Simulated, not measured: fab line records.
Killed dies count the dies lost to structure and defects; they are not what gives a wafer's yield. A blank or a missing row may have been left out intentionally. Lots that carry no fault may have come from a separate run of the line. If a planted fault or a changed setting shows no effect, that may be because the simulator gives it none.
fab line records -- flow ritCmos
[record] lots = 5, wafers = 15, lastDay = 6
route steps=202 shown PLDD@122 SPACER@125 NSD@131 M1@202
lots that met no fault: from a run of the same line without faults
startH: the number of hours between the record's first day and the start of the first shown wafer of the lot -- waitH: hours from the lot's prior step to this one -- " same as the row above -- L1.1+2: a row that stands for several wafers -- - no value, or no start was given -- * or withheld: withheld -- < > ~ a bound
route shown NAME@n: NAME is a module with steps in the file, n the number in the route of the first one -- usual: mean and standard deviation over wafers with no fault -- same: alike in all rows -- chamber/n: place in a boat -- sites: readings site by site -- _std_site: standard deviation across them -- _edge_site: inner sites' mean taken away from outer sites' mean -- radiusMm: how far each site lies from the wafer's centre -- mask NAME#n: copy n -- behind: tool/chamber where the wafer was last shaped -- hold: why the lot went on hold/how many hours it stayed there/how the hold came to an end -- device: the n, p or np transistor that did not switch -- end of line: the route-end tests of the same wafers -- a step without rows: its recipe alone -- killed: the dies lost at the first sort to structure and to defects; this is not the yield of the wafer -- map: shows each die of a wafer: x if killed, . if not, _ if none is there
set.NAME: the run value of the setting; set.NAME@STEP: its run value at that earlier step -- model.NAME: the simulator's own value behind a step, which no gauge read
lots seen at some steps along the route; tables by step, rows by wafer
services: a tool's chamber out of use, with start hour (startH, from the record's first day; less than 0 if before it), hours out, and reason
[[steps]]
[step RIT_PLDD_IMPLANT_08]
[recipe] species = BF2, energyKev = 20, doseCm2 = 9e+14, tiltDeg = 7
[step RIT_PLDD_STRIP_09]
[recipe] chemistry = O2, timeS = 180, resist = NOVOLAK, platenTempC = withheld, powerW = 500, pressureMtorr = 4000, o2FlowSccm = 4000
[usual] chamberPressureMTorr = 4000/3.9, drypumpMotorCurrentA = 5.4/0.3
lot.wafer,tool,chamber,startH,waitH,chamberPressureMTorr,drypumpMotorCurrentA,rfHoursCounterH
L572.1,plasmaAsher-02,1,84.02,0.1,3998,5.5,43
L572.3,plasmaAsher-02,0,84.02,0.1,3996,6.1,-
L572.4,plasmaAsher-02,1,84.02,0.1,3998,5.5,-
L573.2,plasmaAsher-04,1,89.20,0.1,4005,5.2,29
L573.3,plasmaAsher-04,0,89.20,0.1,3997,5.5,-
L573.6,plasmaAsher-04,0,89.20,0.1,3998,5.5,-
L574.2,plasmaAsher-04,1,94.60,0.1,4001,5.2,30
L574.4,plasmaAsher-04,0,94.60,0.1,4005,5.4,-
L574.6,plasmaAsher-04,1,94.60,0.1,4005,5.3,-
L578.1,plasmaAsher-03,1,113.76,0.1,4004,5.1,49
L578.4,plasmaAsher-03,1,113.76,0.1,4005,5.1,-
L578.6,plasmaAsher-03,1,113.76,0.1,4002,5.1,-
L580.1,plasmaAsher-04,1,123.25,0.1,4003,5.2,33
L580.3,plasmaAsher-04,1,123.25,0.1,3998,5.3,-
L580.5,plasmaAsher-04,0,123.25,0.1,4004,5.5,-
[step RIT_PLDD_TW_MEAS_10]
[usual] PLDD_TW = 2343/18
lot.wafer,tool,chamber,startH,waitH,PLDD_TW
L572.1,filmMetro-03,-,84.19,0.1,2331
L572.3,filmMetro-03,-,84.19,0.1,2337
L572.4,filmMetro-03,-,84.19,0.1,2334
L573.2,filmMetro-01,-,89.38,0.1,2336
L573.3,filmMetro-01,-,89.38,0.1,2346
L573.6,filmMetro-01,-,89.38,0.1,2372
L574.2,filmMetro-03,-,94.79,0.1,2320
L574.4,filmMetro-03,-,94.79,0.1,2339
L574.6,filmMetro-03,-,94.79,0.1,2334
L578.1,filmMetro-01,-,113.94,0.1,2357
L578.4,filmMetro-01,-,113.94,0.1,2350
L578.6,filmMetro-01,-,113.94,0.1,2354
L580.1,filmMetro-03,-,123.42,0.1,2327
L580.3,filmMetro-03,-,123.42,0.1,2333
L580.5,filmMetro-03,-,123.42,0.1,2326
[step RIT_SPACER_CLEAN_00]
[recipe] chemistry = SC1, mix = 3:3:50, timeS = 600, tempC = 75
[step RIT_SPACER_CLEAN_01]
[recipe] chemistry = dHF, dilution = 50:1, timeS = 30
[step RIT_SPACER_CLEAN_02]
[recipe] chemistry = SC2, mix = 3:3:50, timeS = 600, tempC = 75, dry = n2Spin
[step RIT_SPACER_CVD_03]
[recipe] material = Si3N4, targetThkNm = 250, tempC = 810, precursor = SiH2Cl2/NH3, timeS = 3300, pressureMtorr = 300, sih2cl2FlowSccm = 60, nh3FlowSccm = 150
[step RIT_SPACER_THK_MEAS_04]
[recipe] reads = Si3N4_of_SPACER_CVD_03
[usual] SPACER_NITRIDE_THK = 251.0/2.1
lot.wafer,tool,chamber,startH,waitH,SPACER_NITRIDE_THK[nm]
L572.1,filmMetro-01,-,86.55,0.0,251.9
L572.3,filmMetro-01,-,86.55,0.0,251.4
L572.4,filmMetro-01,-,86.55,0.0,251.2
L573.2,filmMetro-02,-,91.73,0.0,248.8
L573.3,filmMetro-02,-,91.73,0.0,250.9
L573.6,filmMetro-02,-,91.73,0.0,246.3
L574.2,filmMetro-02,-,97.16,0.0,249.2
L574.4,filmMetro-02,-,97.16,0.0,249.5
L574.6,filmMetro-02,-,97.16,0.0,247.2
L578.1,filmMetro-02,-,116.28,0.0,252.0
L578.4,filmMetro-02,-,116.28,0.0,252.6
L578.6,filmMetro-02,-,116.28,0.0,249.2
L580.1,filmMetro-02,-,125.77,0.0,249.4
L580.3,filmMetro-02,-,125.77,0.0,247.3
L580.5,filmMetro-02,-,125.77,0.0,249.1
[step RIT_SPACER_ETCHBACK_05]
[recipe] targetDepthA = 2500, SF6_flow_sccm = 30, CHF3_flow_sccm = 30, target = Si3N4, chemistry = SF6/CHF3, pressureMtorr = 40, rfW = 250, timeS = 240, stopOn = SiO2
[usual] chamberPressureMTorr = 40.00/0.038, drypumpMotorCurrentA = 5.9/0.54, oesProductAu = 0.850/0.011, throttleValvePct = 10.27/0.14
lot.wafer,tool,chamber,startH,waitH,chamberPressureMTorr,drypumpMotorCurrentA,oesProductAu,rfHoursCounterH,throttleValvePct
L572.1,rieDiel-01,0,86.61,0.1,39.97,5.1,0.847,11,10.22
L572.3,rieDiel-01,3,86.61,0.1,40.01,6.6,0.851,0,10.26
L572.4,rieDiel-01,1,86.61,0.1,40.00,6.6,0.855,6,10.43
L573.2,rieDiel-02,1,91.78,0.0,39.93,5.7,0.846,4,10.19
L573.3,rieDiel-02,3,91.78,0.0,39.99,5.7,0.842,56,10.31
L573.6,rieDiel-02,2,91.78,0.0,39.97,6.0,0.850,-,10.45
L574.2,rieDiel-01,0,97.21,0.0,40.06,5.1,0.846,11,10.22
L574.4,rieDiel-01,1,97.21,0.0,40.00,6.6,0.853,6,10.41
L574.6,rieDiel-01,2,97.21,0.0,39.99,5.2,0.846,-,10.44
L578.1,rieDiel-02,2,116.34,0.1,39.99,6.1,0.887,92,10.44
L578.4,rieDiel-02,1,116.34,0.1,39.97,5.7,0.852,4,10.17
L578.6,rieDiel-02,1,116.34,0.1,39.98,5.7,0.846,-,10.18
L580.1,rieDiel-01,1,125.83,0.1,40.07,6.6,0.851,6,10.43
L580.3,rieDiel-01,0,125.83,0.1,40.03,5.1,0.840,12,10.20
L580.5,rieDiel-01,2,125.83,0.1,39.99,5.2,0.847,-,10.44
[step RIT_NSD_HMDS_00]
[recipe] primeTimeS = 60, primeTempC = 140
[step RIT_NSD_COAT_01]
[recipe] resist = NOVOLAK, spinRpm = 3250, resistThkNm = 1000
[step RIT_NSD_SOFTBAKE_02]
[recipe] resist = NOVOLAK, tempC = 90, timeS = 60
[step RIT_NSD_EXPOSE_03]
[recipe] maskId = M9, na = 0.57, targetCdNm = 40700, doseMj = 250
lot.wafer,tool,chamber,startH,waitH,mask
L572.1+3+4,ilineStepper-01,0,87.23,0.1,M9#0
L573.2+3+6,ilineStepper-01,0,92.40,0.1,M9#0
L574.2+4+6,ilineStepper-02,0,97.96,0.2,M9#0
L578.1+4+6,ilineStepper-02,0,117.07,0.2,M10#0
L580.1+3+5,ilineStepper-02,0,126.43,0.1,M9#0
[step RIT_NSD_PEB_04]
[recipe] resist = NOVOLAK, tempC = withheld, timeS = withheld
[step RIT_NSD_DEVELOP_05]
[recipe] resist = NOVOLAK, developTimeS = 50, devTempC = 23
[step RIT_NSD_OVL_MEAS_06]
[usual] NSD_OVL = -1.2/1.2
lot.wafer,tool,chamber,startH,waitH,NSD_OVL[nm]
L572.1,overlay-02,-,87.63,-,-1.4
L572.3,overlay-02,-,87.63,-,-2.7
L572.4,overlay-02,-,87.63,-,0.7
L573.2,overlay-02,-,92.78,-,0.4
L573.3,overlay-02,-,92.78,-,-0.7
L573.6,overlay-02,-,92.78,-,-1.4
L574.2,overlay-02,-,98.34,-,-3.0
L574.4,overlay-02,-,98.34,-,-1.6
L574.6,overlay-02,-,98.34,-,-2.8
L578.1,overlay-02,-,117.47,-,-
L578.4,overlay-02,-,117.47,-,-
L578.6,overlay-02,-,117.47,-,-
L580.1,overlay-01,-,126.83,-,-1.8
L580.3,overlay-01,-,126.83,-,-2.9
L580.5,overlay-01,-,126.83,-,-2.6
[step RIT_NSD_HARDBAKE_07]
[recipe] resist = NOVOLAK, tempC = 140, timeS = 60
[step RIT_NSD_IMPLANT_08]
[recipe] species = P, energyKev = 25, doseCm2 = 1e+15, tiltDeg = 7
[step RIT_NSD_STRIP_09]
[recipe] chemistry = O2, timeS = 180, resist = NOVOLAK, platenTempC = withheld, powerW = 500, pressureMtorr = 4000, o2FlowSccm = 4000
[usual] chamberPressureMTorr = 4000/3.6, drypumpMotorCurrentA = 5.7/0.34
lot.wafer,tool,chamber,startH,waitH,chamberPressureMTorr,drypumpMotorCurrentA,rfHoursCounterH
L572.1,plasmaAsher-02,0,87.96,0.1,4002,6.1,43
L572.3,plasmaAsher-02,1,87.96,0.1,4002,5.5,-
L572.4,plasmaAsher-02,0,87.96,0.1,4006,6.1,-
L573.2,plasmaAsher-02,1,93.11,0.1,3994,5.5,44
L573.3,plasmaAsher-02,1,93.11,0.1,3995,5.5,-
L573.6,plasmaAsher-02,0,93.11,0.1,4002,6.1,-
L574.2,plasmaAsher-04,1,98.67,0.1,3999,5.2,30
L574.4,plasmaAsher-04,0,98.67,0.1,3995,5.5,-
L574.6,plasmaAsher-04,0,98.67,0.1,3995,5.5,-
L578.1,plasmaAsher-01,0,117.80,0.1,4005,5.5,0
L578.4,plasmaAsher-01,0,117.80,0.1,3999,5.5,-
L578.6,plasmaAsher-01,0,117.80,0.1,4003,5.5,-
L580.1,plasmaAsher-02,1,127.16,0.1,3998,5.5,48
L580.3,plasmaAsher-02,0,127.16,0.1,4001,6.1,-
L580.5,plasmaAsher-02,1,127.16,0.1,3997,5.5,-
[step RIT_NSD_TW_MEAS_10]
[usual] NSD_TW = 3118/17
lot.wafer,tool,chamber,startH,waitH,hold,NSD_TW
L572.1,filmMetro-04,-,88.14,0.1,-,3154
L572.3,filmMetro-04,-,88.14,0.1,-,3139
L572.4,filmMetro-04,-,88.14,0.1,-,3120
L573.2,filmMetro-03,-,93.30,0.1,-,3113
L573.3,filmMetro-03,-,93.30,0.1,-,3099
L573.6,filmMetro-03,-,93.30,0.1,-,3101
L574.2,filmMetro-03,-,98.86,0.1,-,3109
L574.4,filmMetro-03,-,98.86,0.1,-,3099
L574.6,filmMetro-03,-,98.86,0.1,-,3108
L578.1,filmMetro-01,-,117.98,0.1,awaitDispo/0.2h/release,30
L578.4,filmMetro-01,-,117.98,0.1,awaitDispo/0.2h/release,30
L578.6,filmMetro-01,-,117.98,0.1,awaitDispo/0.2h/release,30
L578.1,filmMetro-01,-,118.20,0.2,-,30
L578.4,filmMetro-01,-,118.20,0.2,-,30
L578.6,filmMetro-01,-,118.20,0.2,-,30
L580.1,filmMetro-04,-,127.34,0.1,-,3138
L580.3,filmMetro-04,-,127.34,0.1,-,3143
L580.5,filmMetro-04,-,127.34,0.1,-,3140
[step RIT_M1_PROBE_99]
[usual] defectLimitedYield = 97.5/1.2, killedAtContacts = 0.1/0.31, killedAtFrontEnd = 7/3.1, killedDies = 7/3.1, killedOpen = 3.3/1.9, killedShort = 3.3/2, sort_bin_3_pad_short = 0.1/0.21, sort_bin_5_function = 1.5/0.88, sort_bin_6_memory = 0.9/0.64, sortNPass = 257/3.1, sortYieldPct = 97.5/1.2
[same] grossDies = 264, killed_at_M0_to_M3 = 0, killed_at_M4_up = 0, killedAtBackSide = 0, killedAtOther = 0
lot.wafer,tool,chamber,startH,waitH,defectLimitedYield[%],killedAtContacts,killedAtFrontEnd,killedDies,killedOpen,killedShort,sort_bin_3_pad_short[%],sort_bin_5_function[%],sort_bin_6_memory[%],sortNPass,sortYieldPct[%]
L572.1,prober-01,-,97.53,0.1,99.6,0,1,1,1,0,0,0.4,0,263,99.6
L572.3,prober-01,-,97.63,0.2,95.8,0,11,11,6,5,0.4,2.3,1.5,253,95.8
L572.4,prober-01,-,97.68,0.2,99.2,0,2,2,1,1,0,0.8,0,262,99.2
L573.2,prober-01,-,103.44,0.1,97.0,0,8,8,6,2,0.4,1.5,1.1,256,97.0
L573.3,prober-01,-,103.49,0.2,98.5,0,4,4,2,2,0,1.5,0,260,98.5
L573.6,prober-01,-,103.64,0.2,98.9,0,3,3,1,2,0.4,0.4,0.4,261,98.9
L574.2,prober-01,-,108.65,0.1,97.7,0,6,6,4,2,0,0.4,1.9,258,97.7
L574.4,prober-01,-,108.75,0.2,98.5,0,4,4,3,1,0,0.8,0.8,260,98.5
L574.6,prober-01,-,108.85,0.2,98.5,0,4,4,2,2,0,1.1,0.4,260,98.5
L580.1,prober-01,-,137.48,0.1,97.7,0,6,6,2,4,0,1.5,0.8,258,97.7
L580.3,prober-01,-,137.58,0.2,95.5,0,12,12,6,6,0.4,1.1,3.0,252,95.5
L580.5,prober-01,-,137.68,0.2,97.3,1,6,7,3,4,0.4,0.8,1.5,257,97.3
// killed by level:class
L572.1 FOX1:geometricParticle:open=1
L572.3 REOX:geometricParticle:open=3 SILICIDE:geometricParticle:short=3 GATE:geometricParticle:open=2 FOX2:geometricParticle:open=1 GATE:geometricParticle:short=1 REOX:geometricParticle:short=1
L572.4 GATE:geometricParticle:open=1 REOX:geometricParticle:short=1
L573.2 GATE:geometricParticle:open=3 FOX1:geometricParticle:short=1 FOX1:geometricParticle:open=1 REOX:geometricParticle:open=1 SPACER:geometricParticle:open=1 SILICIDE:geometricParticle:short=1
L573.3 GATE:geometricParticle:short=2 FOX1:geometricParticle:open=1 FOX2:geometricParticle:open=1
L573.6 SPACER:geometricParticle:short=2 REOX:geometricParticle:open=1
L574.2 REOX:geometricParticle:open=3 GATE:geometricParticle:short=1 REOX:geometricParticle:short=1 SILICIDE:geometricParticle:open=1
L574.4 FOX1:geometricParticle:open=2 FOX1:geometricParticle:short=1 REOX:geometricParticle:open=1
L574.6 FOX1:geometricParticle:open=1 GATE:geometricParticle:open=1 GATE:geometricParticle:short=1 REOX:geometricParticle:short=1
L580.1 FOX1:geometricParticle:short=2 GATE:geometricParticle:short=1 GATE:geometricParticle:open=1 SPACER:geometricParticle:short=1 SILICIDE:geometricParticle:open=1
L580.3 FOX1:geometricParticle:short=3 FOX2:geometricParticle:open=3 ACTIVE:geometricParticle:short=1 FOX1:geometricParticle:open=1 GATE:geometricParticle:short=1 GATE:geometricParticle:open=1 REOX:geometricParticle:short=1 SILICIDE:geometricParticle:open=1
L580.5 GATE:geometricParticle:short=2 REOX:geometricParticle:short=2 FOX1:geometricParticle:open=1 REOX:geometricParticle:open=1 CONTACT:geometricParticle:open=1
[[services]]
tool,chamber,startH,hours,kind
plasmaAsher-01,-,108.75,9.0,pm
plasmaAsher-01,0,108.75,9.0,ventCycle
plasmaAsher-01,1,108.75,9.0,ventCycle
ilineStepper-02,-,110.06,4.4,repair
plasmaAsher-01,-,111.80,4.2,repair
plasmaAsher-01,0,117.75,-,clean
plasmaAsher-01,1,117.75,-,clean
ilineStepper-01,-,123.65,1.7,pm
ilineStepper-01,-,126.06,9.4,repair
[[key]]
[firstSign] step = RIT_NSD_EXPOSE_03, reading = mask, direction = changed
[effect] step = RIT_NSD_OVL_MEAS_06, reading = NSD_OVL, direction = missing
[effect] step = RIT_NSD_TW_MEAS_10, reading = visit, direction = added
[effect] step = RIT_NSD_TW_MEAS_10, reading = NSD_TW, direction = down, sigmas = 99+, usual = 3118, struck = 30
metAt RIT_NSD_EXPOSE_03
struckWafers L578.1,L578.4,L578.6
scrappedBehind RIT_NSD_TW_MEAS_10 L578.1,L578.4,L578.6
onsetBetween 97.96 117.07
[fault] kind = wrongMask, tool = any, chamber = -, onsetH = 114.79, steps = RIT_NSD_EXPOSE_03, auxCopy = M10#0, scope = struckLotsOnly
